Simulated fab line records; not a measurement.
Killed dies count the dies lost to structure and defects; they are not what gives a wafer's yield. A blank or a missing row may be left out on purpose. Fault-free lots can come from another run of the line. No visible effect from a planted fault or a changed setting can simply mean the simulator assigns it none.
Which of the tools did it? ; flow berkeley cmos170 ; 6 lots with 18 wafers sampled at 3 steps, on a route of 331 steps

## WHAT THE GAUGES READ, wafer by wafer
UCB170_M1_RS_MEAS_01: uses a four-point probe to measure.
lot;measured;on;M1_AL_RS (ohm/sq)
L918;day 7 06:27;film metro-04;0.0483 0.0482 0.0472
L920;day 8 06:49;film metro-04;0.0479 0.0475 0.0490
L924;day 8 17:19;film metro-02;0.0498 0.0502 0.0488
L925;day 9 02:14;film metro-03;0.0488 0.0496 0.0491
L927;day 9 02:02;film metro-02;0.0479 0.0479 0.0484
L937;day 10 21:28;film metro-03;0.0492 0.0486 0.0515 0.0492 0.0486 0.0515

## EACH LOT AND THE TOOL THAT RAN IT (in order: tool; ch and the chambers of the sampled wafers; start)
lot;UCB170_ZERO_ETCH_06;UCB170_M1_SPUTTER_00
L918;rie diel-04 ch 0,1,3, day 1 21:59;pvd sputter-04, day 7 06:23
L920;rie diel-01 ch 1,3, day 2 13:35;pvd sputter-03, day 8 06:45
L924;rie diel-03 ch 1,2, day 3 05:26;pvd sputter-02, day 8 17:14
L925;rie diel-03 ch 0,1, day 3 12:46;pvd sputter-02, day 9 02:10
L927;rie diel-04 ch 0,1,3, day 3 20:07;pvd sputter-04, day 9 01:58
L937;rie diel-01 ch 0,2,3, day 6 01:07;pvd sputter-02, day 10 21:22
- UCB170_ZERO_ETCH_06: etches SiO2 in CHF3/CF4/Ar, time 12 s.
- UCB170_M1_SPUTTER_00: material Al, target thk 600 nm, time 80 s.

## THE ANSWER, worked out from the rows above alone
Rule: the lots themselves supply what counts as usual. The widest of any qualifying gaps counts: lots, ordered by their means at a reading, are off when they make up no more than a third of the lots, leave a main group of 4 or more, and stand apart from it by 3 or more times the standard deviation of that group's means. A main group is skipped when, at the precision printed for the reading in the tables above, its means are all equal. A lot without any number at a reading at which 4 lots or more have one is off too. All remaining lots with rows at the step are treated as sound.
No lot is off on any of the readings shown, so nothing can be concluded from this.

## WHAT THE SIMULATOR HAD PUT IN
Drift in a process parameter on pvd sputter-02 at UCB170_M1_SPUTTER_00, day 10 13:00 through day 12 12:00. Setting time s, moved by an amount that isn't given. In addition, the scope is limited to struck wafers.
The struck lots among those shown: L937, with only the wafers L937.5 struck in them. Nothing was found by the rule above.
